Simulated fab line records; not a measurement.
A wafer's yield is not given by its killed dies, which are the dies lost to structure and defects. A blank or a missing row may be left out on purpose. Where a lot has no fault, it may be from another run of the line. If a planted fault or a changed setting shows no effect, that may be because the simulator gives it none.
fab line records	flow berkeley-cmos170
[record] lots = 6	wafers = 18	last-day = 11
route steps=331 shown M2@280 V2@292 M3@309
lots that met no fault: from a run of the same line without faults
start-h: hours from the record's opening day to when the first of the lot's shown wafers began	wait-h: how many hours have passed since the lot's step before this one	" repeats the value in the row above	L1.1+2: several wafers, shown together as one row	- value missing, or start not given	* or withheld: withheld	< > ~ a bound
route shown NAME@n: names a module that has steps shown in the file, with the first one's number in the route	usual: the fault-free wafers' mean and standard deviation	same: alike in all rows	chamber/n: place in a boat	sites: readings site by site	_std_site: standard deviation across them	_edge_site: outer sites' mean less inner sites'	radius-mm: for every site, how far away it sits from the centre of the wafer	mask NAME#n: copy n	behind: the tool/chamber that last shaped the wafer	hold: what put the lot on hold/how long, in hours/how the hold closed	device: the n, p or np transistor that did not switch	end of line: at the end of the route, the tests of the same wafers	a step given without rows: its recipe and nothing more	killed: dies that structure and defects cost at the first sort, which is not the same as the wafer's yield	map: per-die view of a wafer (x killed, . not killed, _ where there is no die)
set.NAME: the setting that was run; set.NAME@STEP: the one run at that earlier step	model.NAME: the simulator's own value behind a step, which no gauge read
lots at some steps of the route; a table a step, a row a wafer
services: the hour from which a tool's chamber was out of use, counted from the record's first day as start-h (under 0 if before that day), plus the number of hours and why
[[steps]]
[step UCB170_M2_COAT_09]
[recipe] resist = BARC	temp-c = withheld	time-s = withheld	spin-rpm = 3000	resist-thk-nm = withheld
[step UCB170_M2_COAT_10]
[recipe] resist = KrF	spin-rpm = 1500	resist-thk-nm = 900
[step UCB170_M2_SOFTBAKE_11]
[recipe] resist = KrF	temp-c = 130	time-s = 60
[step UCB170_M2_EXPOSE_12]
[recipe] mask-id = METAL2	target-cd-nm = 700	na = 0.5	sigma-outer = 0.6	source-shape = conventional	dose-mj = 26
[step UCB170_M2_PEB_13]
[recipe] peb-temp-c = 130	peb-time-s = withheld	resist = KrF
[step UCB170_M2_DEVELOP_14]
[recipe] developer = TMAH	develop-time-s = 45	resist = KrF	dev-temp-c = 21
[step UCB170_M2_CD_MEAS_15]
[recipe] target-cd-nm = 700
[usual] cd-nm = 700.2/1.4
lot.wafer	tool	chamber	start-h	wait-h	cd-nm
L426.2	cd-sem-02	-	157.85	-	700.1
L426.3	"	-	"	"	700.4
L426.5	"	-	"	"	701.0
L430.1	cd-sem-02	-	182.37	-	699.3
L430.2	"	-	"	"	701.4
L430.4	"	-	"	"	700.7
L435.1	cd-sem-02	-	221.90	-	698.2
L435.3	"	-	"	"	699.2
L435.4	"	-	"	"	698.8
L438.1	cd-sem-02	-	222.74	-	699.2
L438.2	"	-	"	"	699.8
L438.4	"	-	"	"	700.2
L439.2	cd-sem-02	-	225.45	-	700.2
L439.3	"	-	"	"	701.7
L439.4	"	-	"	"	702.0
L449.2	cd-sem-01	-	265.96	-	700.3
L449.3	"	-	"	"	700.2
L449.6	"	-	"	"	701.3
[step UCB170_M2_OVL_MEAS_16]
[usual] M2_OVL = 0/4.9
lot.wafer	tool	chamber	start-h	wait-h	M2_OVL[nm]
L426.2	overlay-01	-	157.96	0.1	-5
L426.3	"	-	"	"	3
L426.5	"	-	"	"	0
L430.1	overlay-01	-	182.49	0.1	-14
L430.2	"	-	"	"	-3
L430.4	"	-	"	"	-2
L435.1	overlay-01	-	222.02	0.1	3
L435.3	"	-	"	"	1
L435.4	"	-	"	"	-2
L438.1	overlay-01	-	222.86	0.1	-2
L438.2	"	-	"	"	-8
L438.4	"	-	"	"	-2
L439.2	overlay-02	-	225.55	0.1	4
L439.3	"	-	"	"	7
L439.4	"	-	"	"	4
L449.2	overlay-01	-	266.07	0.1	3
L449.3	"	-	"	"	7
L449.6	"	-	"	"	3
[step UCB170_M2_ETCH_17]
[recipe] chemistry = N2/H2	target-depth-a = withheld	overetch-a = withheld	target = BARC	time-s = withheld	source-w = 500	bias-w = 100	pressure-mtorr = 30	n2-flow-sccm = 100	h2-flow-sccm = 200
[usual] drypump-motor-current-A = 5.8/0.49	oes-product-au = 0.988/0.017	throttle-valve-pct = 13.23/0.2
lot.wafer	tool	chamber	start-h	wait-h	drypump-motor-current-A	oes-product-au	throttle-valve-pct
L426.2	rie-diel-02	1	157.99	0.0	5.6	0.955	12.91
L426.3	"	3	"	"	6.3	0.995	13.49
L426.5	"	0	"	"	5.4	0.998	13.26
L430.1	rie-diel-03	0	182.53	0.0	5.5	0.999	13.44
L430.2	"	1	"	"	5.3	0.958	13.20
L430.4	"	2	"	"	5.3	0.968	13.45
L435.1	rie-diel-04	1	222.06	0.0	5.9	0.991	13.30
L435.3	"	3	"	"	6.5	0.997	13.17
L435.4	"	3	"	"	6.5	1.004	13.18
L438.1	rie-diel-02	1	222.90	0.0	5.6	0.949	12.88
L438.2	"	2	"	"	6.6	0.981	13.03
L438.4	"	1	"	"	5.6	0.957	12.88
L439.2	rie-diel-04	0	225.58	0.0	5.8	0.978	13.57
L439.3	"	2	"	"	5.3	1.010	13.07
L439.4	"	3	"	"	6.5	1.007	13.19
L449.2	rie-diel-02	0	266.10	0.0	5.4	1.003	13.26
L449.3	"	3	"	"	6.4	0.999	13.50
L449.6	"	0	"	"	5.3	0.997	13.25
[step UCB170_M2_METAL_ETCH_18]
[recipe] chemistry = Cl2/BCl3	target = Al	stop-on = SiO2	pressure-mtorr = 12	target-depth-a = 11700	over-etch-frac = 0.3	time-s = 195	icp-w = 600	bias-w = 120	Cl2_flow_sccm = 90	bcl3-flow-sccm = 45
[step UCB170_M2_STRIP_19]
[recipe] chemistry = O2	power-w = 400	pressure-mtorr = 3500	platen-temp-c = withheld	o2-flow-sccm = 400	overash-fraction = 0.5
[usual] drypump-motor-current-A = 5.8/0.48	oes-product-au = 0.549/0.011
lot.wafer	tool	chamber	start-h	wait-h	drypump-motor-current-A	oes-product-au	rf-hours-counter-h
L426.2	plasma-asher-03	1	158.22	0.1	5.6	0.558	37
L426.3	"	1	"	"	5.6	0.558	-
L426.5	"	1	"	"	5.6	0.571	-
L430.1	plasma-asher-02	0	182.94	0.3	6.2	0.545	48
L430.2	"	1	"	"	5.9	0.539	48
L430.4	"	0	"	"	6.2	0.549	-
L435.1	plasma-asher-02	1	222.28	0.1	5.9	0.528	53
L435.3	"	1	"	"	5.9	0.545	-
L435.4	"	0	"	"	6.2	0.542	-
L438.1	plasma-asher-02	1	223.13	0.1	6.0	0.537	53
L438.2	"	0	"	"	6.2	0.553	53
L438.4	"	1	"	"	5.9	0.528	-
L439.2	plasma-asher-03	0	225.81	0.1	5.2	0.539	45
L439.3	"	1	"	"	5.6	0.534	-
L439.4	"	0	"	"	5.1	0.561	-
L449.2	plasma-asher-03	0	266.33	0.1	5.2	0.547	50
L449.3	"	1	"	"	5.6	0.547	-
L449.6	"	0	"	"	5.2	0.560	-
[step UCB170_M2_CD_MEAS_90]
[recipe] target-cd-nm = 700
[usual] cd-nm = 700/3.1
lot.wafer	tool	chamber	start-h	wait-h	cd-nm
L426.2	cd-sem-01	-	158.34	0.1	702
L426.3	"	-	"	"	701
L426.5	"	-	"	"	703
L430.1	cd-sem-02	-	183.04	0.1	698
L430.2	"	-	"	"	698
L430.4	"	-	"	"	696
L435.1	cd-sem-01	-	222.41	0.1	701
L435.3	"	-	"	"	699
L435.4	"	-	"	"	704
L438.1	cd-sem-02	-	223.29	0.1	700
L438.2	"	-	"	"	701
L438.4	"	-	"	"	702
L439.2	cd-sem-02	-	225.93	0.1	698
L439.3	"	-	"	"	700
L439.4	"	-	"	"	703
L449.2	cd-sem-01	-	266.45	0.1	700
L449.3	"	-	"	"	701
L449.6	"	-	"	"	701
[step UCB170_V2_CVD_00]
[recipe] material = SiO2	target-thk-nm = 2000	temp-c = 390	precursor = TEOS/O2	time-s = 250	rf-w = 550	pressure-mtorr = 9000
[usual] heater-power-w = 257/53
lot.wafer	tool	chamber	start-h	wait-h	heater-power-w	model.SiO2_of_V2_CVD_00.thk-nm
L426.2	pecvd-02	0	158.44	0.1	266	1983
L426.3	"	1	"	"	311	1999
L426.5	"	0	"	"	331	1995
L430.1	pecvd-01	0	183.16	0.1	272	2009
L430.2	"	1	"	"	291	1987
L430.4	"	2	"	"	212	2038
L435.1	pecvd-02	0	222.53	0.1	298	944.5
L435.3	"	1	"	"	306	967.1
L435.4	"	0	"	"	236	980.6
L438.1	pecvd-02	0	223.41	0.1	314	959.2
L438.2	"	2	"	"	236	971.3
L438.4	"	2	"	"	169	989.8
L439.2	pecvd-04	0	226.03	0.1	228	1965
L439.3	"	2	"	"	183	1972
L439.4	"	2	"	"	239	1990
L449.2	pecvd-01	1	266.55	0.1	285	1969
L449.3	"	0	"	"	258	1937
L449.6	"	1	"	"	221	1997
[step UCB170_V2_THK_MEAS_01]
[recipe] reads = SiO2_of_V2_CVD_00
[usual] V2_TEOS_THK = 1996/25
lot.wafer	tool	chamber	start-h	wait-h	V2_TEOS_THK[nm]
L426.2	film-metro-02	-	158.60	0.1	1984
L426.3	"	-	"	"	2000
L426.5	"	-	"	"	1995
L430.1	film-metro-04	-	183.38	0.1	2008
L430.2	"	-	"	"	1987
L430.4	"	-	"	"	2040
L435.1	film-metro-02	-	222.68	0.1	944
L435.3	"	-	"	"	967
L435.4	"	-	"	"	980
L438.1	film-metro-02	-	223.57	0.1	959
L438.2	"	-	"	"	972
L438.4	"	-	"	"	990
L439.2	film-metro-04	-	226.20	0.1	1965
L439.3	"	-	"	"	1972
L439.4	"	-	"	"	1989
L449.2	film-metro-02	-	266.71	0.1	1970
L449.3	"	-	"	"	1937
L449.6	"	-	"	"	1996
[step UCB170_V2_CMP_02]
[recipe] material = SiO2	down-force-psi = 6	platen-rpm = 60	pad-velocity-m-s = 0.75398
[usual] head-pressure-psi = 6.002/0.013	motor-current-A = 17.0/2.5
lot.wafer	tool	chamber	start-h	wait-h	head-pressure-psi	motor-current-A
L426.3	cmp-02	2	158.82	0.2	5.988	16.4
L426.2	"	3	"	"	6.004	14.1
L426.5	"	1	"	"	5.993	16.7
L430.1	cmp-01	1	183.49	0.1	6.014	19.6
L430.4	"	2	"	"	6.031	14.6
L430.2	"	3	"	"	6.030	18.2
L435.4	cmp-01	0	222.74	0.0	6.010	12.8
L435.3	"	1	"	"	5.977	18.9
L435.1	"	3	"	"	5.990	18.6
L438.2	cmp-01	0	223.68	0.1	5.990	13.8
L438.4	"	1	"	"	6.008	19.4
L438.1	"	2	"	"	6.002	15.0
L439.4	cmp-01	3	226.30	0.1	5.996	17.5
L439.3	"	0	"	"	5.998	13.4
L439.2	"	1	"	"	5.992	18.6
L449.2	cmp-01	2	266.76	0.0	6.003	15.9
L449.3	"	0	"	"	6.004	13.5
L449.6	"	2	"	"	5.999	15.4
[step UCB170_V2_BOW_MEAS_03]
[recipe] mode = bow
[usual] V2_BOW = 38/7.1
lot.wafer	tool	chamber	start-h	wait-h	V2_BOW[um]
L426.2	film-metro-02	-	159.04	0.1	30
L426.3	"	-	"	"	51
L426.5	"	-	"	"	44
L430.1	film-metro-02	-	183.74	0.2	28
L430.2	"	-	"	"	44
L430.4	"	-	"	"	39
L435.1	film-metro-01	-	223.04	0.1	50
L435.3	"	-	"	"	31
L435.4	"	-	"	"	35
L438.1	film-metro-01	-	223.96	0.1	24
L438.2	"	-	"	"	26
L438.4	"	-	"	"	31
L439.2	film-metro-02	-	226.57	0.1	24
L439.3	"	-	"	"	42
L439.4	"	-	"	"	36
L449.2	film-metro-02	-	267.08	0.3	31
L449.3	"	-	"	"	37
L449.6	"	-	"	"	45
[step UCB170_V2_THK_MEAS_04]
[recipe] reads = SiO2_of_V2_CVD_00
[usual] V2_POLISHED_THK = 1000.1/1.1
lot.wafer	tool	chamber	start-h	wait-h	V2_POLISHED_THK[nm]
L426.2	film-metro-02	-	159.15	0.1	999.7
L426.3	"	-	"	"	998.6
L426.5	"	-	"	"	1000.7
L430.1	film-metro-02	-	183.86	0.1	998.9
L430.2	"	-	"	"	1002.2
L430.4	"	-	"	"	1000.3
L435.1	film-metro-01	-	223.16	0.1	943.9
L435.3	"	-	"	"	967.8
L435.4	"	-	"	"	980.7
L438.1	film-metro-01	-	224.08	0.1	958.1
L438.2	"	-	"	"	970.7
L438.4	"	-	"	"	989.9
L439.2	film-metro-02	-	226.68	0.1	1000.8
L439.3	"	-	"	"	999.9
L439.4	"	-	"	"	999.8
L449.2	film-metro-02	-	267.19	0.1	1000.2
L449.3	"	-	"	"	999.1
L449.6	"	-	"	"	1000.7
[step UCB170_V2_CLEAN_05]
[recipe] chemistry = DIW
[step UCB170_V2_HMDS_06]
[recipe] prime-time-s = 60	prime-temp-c = 100
[step UCB170_V2_COAT_07]
[recipe] resist = KrF	spin-rpm = 1500	resist-thk-nm = 900
[step UCB170_V2_SOFTBAKE_08]
[recipe] resist = KrF	temp-c = 130	time-s = 60
[step UCB170_V2_EXPOSE_09]
[recipe] mask-id = VIA2	target-cd-nm = 700	na = 0.5	sigma-outer = 0.6	source-shape = conventional	dose-mj = 37
[step UCB170_V2_PEB_10]
[recipe] peb-temp-c = 130	peb-time-s = withheld	resist = KrF
[step UCB170_V2_DEVELOP_11]
[recipe] developer = TMAH	develop-time-s = 45	resist = KrF	dev-temp-c = 21
[step UCB170_V2_CD_MEAS_12]
[recipe] target-cd-nm = 700
[usual] cd-nm = 700.1/1.2
lot.wafer	tool	chamber	start-h	wait-h	cd-nm
L426.2	cd-sem-01	-	160.67	-	699.5
L426.3	"	-	"	"	698.8
L426.5	"	-	"	"	698.9
L430.1	cd-sem-01	-	185.13	-	698.9
L430.2	"	-	"	"	699.8
L430.4	"	-	"	"	699.8
L435.1	cd-sem-02	-	225.31	-	698.6
L435.3	"	-	"	"	697.8
L435.4	"	-	"	"	698.2
L438.1	cd-sem-01	-	226.05	-	699.3
L438.2	"	-	"	"	700.9
L438.4	"	-	"	"	700.2
L439.2	cd-sem-02	-	230.89	-	699.1
L439.3	"	-	"	"	698.2
L439.4	"	-	"	"	699.0
L449.2	cd-sem-02	-	268.84	-	699.6
L449.3	"	-	"	"	699.0
L449.6	"	-	"	"	698.8
[step UCB170_V2_OVL_MEAS_13]
[usual] V2_OVL = 4/5.7
lot.wafer	tool	chamber	start-h	wait-h	V2_OVL[nm]
L426.2	overlay-02	-	160.78	0.1	3
L426.3	"	-	"	"	7
L426.5	"	-	"	"	7
L430.1	overlay-02	-	185.25	0.1	-7
L430.2	"	-	"	"	-12
L430.4	"	-	"	"	-3
L435.1	overlay-01	-	225.43	0.1	9
L435.3	"	-	"	"	6
L435.4	"	-	"	"	13
L438.1	overlay-02	-	226.17	0.1	0
L438.2	"	-	"	"	1
L438.4	"	-	"	"	-3
L439.2	overlay-02	-	231.00	0.1	14
L439.3	"	-	"	"	10
L439.4	"	-	"	"	12
L449.2	overlay-01	-	268.94	0.1	-1
L449.3	"	-	"	"	4
L449.6	"	-	"	"	-1
[step UCB170_V2_ETCH_14]
[recipe] chemistry = CHF3/CF4/Ar	target = SiO2	stop-on = Al	CHF3_flow_sccm = 45	cf4-flow-sccm = 15	Ar_flow_sccm = 150	pressure-mtorr = 200	rf-w = 700	target-depth-a = 12500	over-etch-frac = 0.25	time-s = 291
[usual] drypump-motor-current-A = 5.9/0.47	oes-product-au = 0.871/0.011	throttle-valve-pct = 6.92/0.1
lot.wafer	tool	chamber	start-h	wait-h	drypump-motor-current-A	oes-product-au	rf-hours-counter-h	throttle-valve-pct	model.etch.depth-nm	model.V2.feature-depth-nm
L426.2	rie-diel-03	2	160.81	0.0	5.3	0.855	9	7.07	999.8	999.8
L426.3	"	1	"	"	5.3	0.860	5	6.92	999.2	999.2
L426.5	"	0	"	"	5.5	0.870	-	7.02	999.7	999.7
L430.1	rie-diel-04	3	185.28	0.0	6.5	0.881	31	6.90	999.4	999.4
L430.2	"	0	"	"	5.7	0.860	93	7.08	1002	1002
L430.4	"	2	"	"	5.3	0.868	1	6.83	1000	1001
L435.1	rie-diel-01	0	225.46	0.0	6.4	0.839	22	6.82	944.5	944.9
L435.3	"	2	"	"	5.5	0.847	1	6.98	967.1	967.1
L435.4	"	1	"	"	6.0	0.860	3	7.09	980.6	981
L438.1	rie-diel-01	1	226.21	0.0	6.0	0.851	3	7.09	959.2	959.6
L438.2	"	0	"	"	6.4	0.856	22	6.82	971.3	971.7
L438.4	"	3	"	"	6.2	0.869	7	6.79	989.8	989.8
L439.2	rie-diel-04	2	231.03	0.0	5.3	0.872	3	6.84	1001	1002
L439.3	"	0	"	"	5.7	0.859	95	7.10	1000	1000
L439.4	"	1	"	"	5.9	0.877	45	6.91	1001	1001
L449.2	rie-diel-03	3	268.97	0.0	6.5	0.880	137	6.84	1000	1000
L449.3	"	2	"	"	5.3	0.853	13	7.07	999.6	999.6
L449.6	"	3	"	"	6.6	0.891	-	6.84	1001	1001
[step UCB170_V2_STRIP_15]
[recipe] chemistry = O2	power-w = 400	pressure-mtorr = 3500	platen-temp-c = withheld	o2-flow-sccm = 400	overash-fraction = 0.5
[usual] drypump-motor-current-A = 5.7/0.57	oes-product-au = 0.722/0.0047	strip-time-to-endpoint-s = 15.30/0.1
lot.wafer	tool	chamber	start-h	wait-h	drypump-motor-current-A	oes-product-au	rf-hours-counter-h	strip-time-to-endpoint-s
L426.2	plasma-asher-03	1	160.98	0.1	5.6	0.726	37	15.39
L426.3	"	1	"	"	5.6	0.724	-	15.50
L426.5	"	1	"	"	5.6	0.721	-	15.33
L430.1	plasma-asher-04	1	185.46	0.1	6.5	0.722	6	15.34
L430.2	"	0	"	"	5.4	0.723	6	15.31
L430.4	"	0	"	"	5.4	0.715	-	15.22
L435.1	plasma-asher-01	0	225.64	0.1	5.4	0.724	55	15.15
L435.3	"	1	"	"	6.8	0.723	-	15.22
L435.4	"	0	"	"	5.4	0.720	-	15.19
L438.1	plasma-asher-03	1	226.47	0.2	5.6	0.728	45	15.20
L438.2	"	0	"	"	5.2	0.718	45	15.23
L438.4	"	1	"	"	5.6	0.726	-	15.14
L439.2	plasma-asher-03	1	231.21	0.1	5.6	0.718	46	15.35
L439.3	"	1	"	"	5.6	0.717	-	15.42
L439.4	"	0	"	"	5.2	0.726	-	15.28
L449.2	plasma-asher-03	0	269.15	0.1	5.2	0.720	50	15.31
L449.3	"	0	"	"	5.2	0.725	-	15.38
L449.6	"	0	"	"	5.2	0.725	-	15.43
[step UCB170_V2_CD_MEAS_90]
[recipe] target-cd-nm = 700
[usual] cd-nm = 700.3/1.4
lot.wafer	tool	chamber	start-h	wait-h	cd-nm
L426.2	cd-sem-01	-	161.10	0.1	699.4
L426.3	"	-	"	"	698.2
L426.5	"	-	"	"	700.0
L430.1	cd-sem-02	-	185.56	0.1	699.3
L430.2	"	-	"	"	698.7
L430.4	"	-	"	"	699.9
L435.1	cd-sem-02	-	225.74	0.1	699.3
L435.3	"	-	"	"	699.0
L435.4	"	-	"	"	697.5
L438.1	cd-sem-02	-	226.57	0.1	699.0
L438.2	"	-	"	"	701.6
L438.4	"	-	"	"	699.6
L439.2	cd-sem-02	-	231.33	0.1	699.3
L439.3	"	-	"	"	698.2
L439.4	"	-	"	"	700.0
L449.2	cd-sem-01	-	269.27	0.1	699.0
L449.3	"	-	"	"	699.5
L449.6	"	-	"	"	697.9
[step UCB170_M3_PRE_CLEAN_00]
[recipe] gas = Ar	preclean-etch-time-s = 60
[step UCB170_M3_SPUTTER_01]
[recipe] material = Al	target-thk-nm = 900	time-s = 120	power-w = 6000	chamber-pressure-pa = 0.5
[usual] chamber-pressure-pa = 0.5001/0.0011	throttle-valve-pct = 30.0/1.3
lot.wafer	tool	chamber	start-h	wait-h	chamber-pressure-pa	throttle-valve-pct
L426.2	pvd-sputter-02	-	161.27	0.0	0.4991	30.4
L426.3	"	-	"	"	0.4990	28.4
L426.5	"	-	"	"	0.5015	30.6
L430.1	pvd-sputter-01	-	185.75	0.0	0.5003	29.4
L430.2	"	-	"	"	0.5000	31.2
L430.4	"	-	"	"	0.4991	28.4
L435.1	pvd-sputter-02	-	225.93	0.0	0.5013	30.5
L435.3	"	-	"	"	0.5001	30.3
L435.4	"	-	"	"	0.5021	28.5
L438.1	pvd-sputter-01	-	226.75	0.0	0.5013	29.7
L438.2	"	-	"	"	0.5011	31.1
L438.4	"	-	"	"	0.4999	28.8
L439.2	pvd-sputter-03	-	231.49	0.0	0.4995	30.6
L439.3	"	-	"	"	0.5000	33.4
L439.4	"	-	"	"	0.5005	28.0
L449.2	pvd-sputter-03	-	269.44	0.0	0.5005	30.7
L449.3	"	-	"	"	0.5014	28.7
L449.6	"	-	"	"	0.5016	29.0
[step UCB170_M3_RS_MEAS_02]
[recipe] thk-meas-gauge = four-point-probe	reads = Al_of_M3_SPUTTER_01
[usual] M3_AL_RS = 0.0322/0.00034
lot.wafer	tool	chamber	start-h	wait-h	M3_AL_RS[ohm/sq]
L426.2	film-metro-02	-	161.37	0.1	0.0333
L426.3	"	-	"	"	0.0324
L426.5	"	-	"	"	0.0328
L430.1	film-metro-01	-	185.83	0.0	0.0324
L430.2	"	-	"	"	0.0322
L430.4	"	-	"	"	0.0322
L435.1	film-metro-01	-	226.01	0.0	0.0326
L435.3	"	-	"	"	0.0323
L435.4	"	-	"	"	0.0325
L438.1	film-metro-02	-	226.84	0.0	0.0326
L438.2	"	-	"	"	0.0321
L438.4	"	-	"	"	0.0322
L439.2	film-metro-01	-	231.60	0.1	0.0318
L439.3	"	-	"	"	0.0321
L439.4	"	-	"	"	0.0319
L449.2	film-metro-03	-	269.56	0.1	0.0320
L449.3	"	-	"	"	0.0322
L449.6	"	-	"	"	0.0322
[step UCB170_M3_THK_MEAS_03]
[recipe] thk-meas-gauge = xrf	reads = Al_of_M3_SPUTTER_01
[usual] M3_AL_THK = 907/11
lot.wafer	tool	chamber	start-h	wait-h	M3_AL_THK[nm]
L426.2	film-metro-02	-	161.48	0.1	879
L426.3	"	-	"	"	895
L426.5	"	-	"	"	879
L430.1	film-metro-01	-	185.95	0.1	904
L430.2	"	-	"	"	906
L430.4	"	-	"	"	911
L435.1	film-metro-01	-	226.13	0.1	897
L435.3	"	-	"	"	902
L435.4	"	-	"	"	897
L438.1	film-metro-02	-	226.96	0.1	888
L438.2	"	-	"	"	897
L438.4	"	-	"	"	900
L439.2	film-metro-01	-	231.71	0.1	921
L439.3	"	-	"	"	912
L439.4	"	-	"	"	910
L449.2	film-metro-03	-	269.67	0.1	916
L449.3	"	-	"	"	914
L449.6	"	-	"	"	910
[step UCB170_M3_HMDS_04]
[recipe] prime-time-s = 60	prime-temp-c = 100
[step UCB170_M3_COAT_05]
[recipe] resist = KrF	spin-rpm = 1500	resist-thk-nm = 900
[step UCB170_M3_SOFTBAKE_06]
[recipe] resist = KrF	temp-c = 130	time-s = 60
[step UCB170_M3_STRIP_07]
[recipe] chemistry = O2	power-w = 400	pressure-mtorr = 3500	platen-temp-c = withheld	o2-flow-sccm = 400	overash-fraction = 0.5
[step UCB170_M3_STRIP_08]
[recipe] chemistry = DMSO	temp-c = 80	time-s = 600	material = KrF
[step UCB170_M3_COAT_09]
[recipe] resist = BARC	temp-c = withheld	time-s = withheld	spin-rpm = 3000	resist-thk-nm = withheld
[step UCB170_M3_COAT_10]
[recipe] resist = KrF	spin-rpm = 1500	resist-thk-nm = 900
[step UCB170_M3_SOFTBAKE_11]
[recipe] resist = KrF	temp-c = 130	time-s = 60
[step UCB170_M3_EXPOSE_12]
[recipe] mask-id = METAL3	target-cd-nm = 700	na = 0.5	sigma-outer = 0.6	source-shape = conventional	dose-mj = 26
[step UCB170_M3_METAL_ETCH_18]
[recipe] chemistry = Cl2/BCl3	target = Al	stop-on = SiO2	pressure-mtorr = 12	target-depth-a = 11700	over-etch-frac = 0.3	time-s = 195	icp-w = 600	bias-w = 120	Cl2_flow_sccm = 90	bcl3-flow-sccm = 45
[usual] drypump-motor-current-A = 5.81/0.29	oes-product-au = 0.864/0.014	throttle-valve-pct = 24.40/0.15
lot.wafer	tool	chamber	start-h	wait-h	drypump-motor-current-A	oes-product-au	rf-hours-counter-h	throttle-valve-pct	model.SiO2_of_V2_CVD_00.thk-nm
L426.2	rie-metal-01	0	163.65	-	5.33	0.860	26	24.74	939.6
L426.3	"	0	"	"	5.33	0.874	-	24.71	938.4
L426.5	"	1	"	"	5.93	0.868	-	24.39	938.9
L430.1	rie-metal-02	0	189.62	-	5.72	0.848	1	24.39	934.1
L430.2	"	1	"	"	6.24	0.871	5	24.36	939.3
L430.4	"	1	"	"	6.24	0.884	-	24.36	937
L435.1	rie-metal-02	1	229.24	-	6.25	0.869	6	24.36	881.9
L435.3	"	1	"	"	6.26	0.878	-	24.35	904.5
L435.4	"	0	"	"	5.75	0.852	-	24.39	915.4
L438.1	rie-metal-03	1	229.78	-	5.63	0.867	10	24.48	896.5
L438.2	"	0	"	"	5.81	0.881	11	24.10	910.7
L438.4	"	1	"	"	5.63	0.877	-	24.47	927.4
L439.2	rie-metal-01	1	235.80	-	5.96	0.878	7	24.38	941.1
L439.3	"	0	"	"	5.34	0.838	-	24.65	940
L439.4	"	1	"	"	5.94	0.879	-	24.38	940.6
L449.2	rie-metal-03	0	272.63	-	5.80	0.878	12	24.12	939.7
L449.3	"	0	"	"	5.84	0.871	-	24.13	939.1
L449.6	"	1	"	"	5.64	0.877	-	24.47	938.2
[[services]]
tool	chamber	start-h	hours	kind
pecvd-02	-	135.50	14.0	pm
pecvd-04	-	146.83	2.1	repair
cmp-01	-	154.54	3.8	pm
rie-diel-04	-	157.39	0.2	repair
rie-diel-04	-	157.63	11.1	repair
rie-diel-03	2	172.94	6.4	repair
cmp-01	-	185.29	0.7	repair
rie-metal-01	-	189.38	1.3	repair
plasma-asher-04	-	202.84	14.6	pm
pecvd-04	-	210.39	14.6	pm
rie-diel-02	0	216.66	5.1	repair
rie-diel-02	3	220.19	25.9	repair
rie-diel-04	0	221.66	2.2	repair
rie-diel-03	-	222.48	1.5	repair
rie-diel-02	2	223.53	10.1	repair
rie-diel-02	-	230.19	0.6	repair
rie-diel-02	1	232.70	8.4	repair
cmp-01	-	235.82	2.6	repair
rie-diel-02	0	238.35	9.4	repair
rie-metal-01	-	250.60	0.2	repair
rie-diel-01	-	257.06	15.6	pm
rie-diel-03	2	264.05	4.2	repair
pecvd-02	-	266.69	2.8	pm
pecvd-01	-	270.15	2.0	repair
[[key]]
[first-sign] step = UCB170_V2_THK_MEAS_01	reading = V2_TEOS_THK	direction = down	sigmas = 40	usual = 1996	struck = 969
[effect] step = UCB170_V2_THK_MEAS_04	reading = V2_POLISHED_THK	direction = down	sigmas = 29	usual = 1000.1	struck = 968.5
[model-effect] step = UCB170_V2_CVD_00	value = SiO2_of_V2_CVD_00.thk-nm	without = 2021	struck = 968.8
[model-effect] step = UCB170_V2_ETCH_14	value = etch.depth-nm	without = 999.8	struck = 968.8
[model-effect] step = UCB170_M3_METAL_ETCH_18	value = SiO2_of_V2_CVD_00.thk-nm	without = 937.1	struck = 906.1
met-at UCB170_V2_CVD_00
struck-wafers L435.1,L435.3,L435.4,L438.1,L438.2,L438.4
sort-left-out L435.1,L435.3,L435.4,L438.1,L438.2,L438.4
onset-between 158.44 222.53
also-fits UCB170_M2_STRIP_19:plasma-asher-02
[fault] kind = process-parameter-drift	tool = pecvd-02	chamber = -	onset-h = 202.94	steps = UCB170_V2_CVD_00	channel = target-thk-nm	offset = -1054.9	shape = step	end-h = 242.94	acts-in = these-recipes-only	stated = 2000
// sort-left-out: the simulated sort isn't trusted on such a fault, so these wafers' sort isn't shown, and their yield isn't known
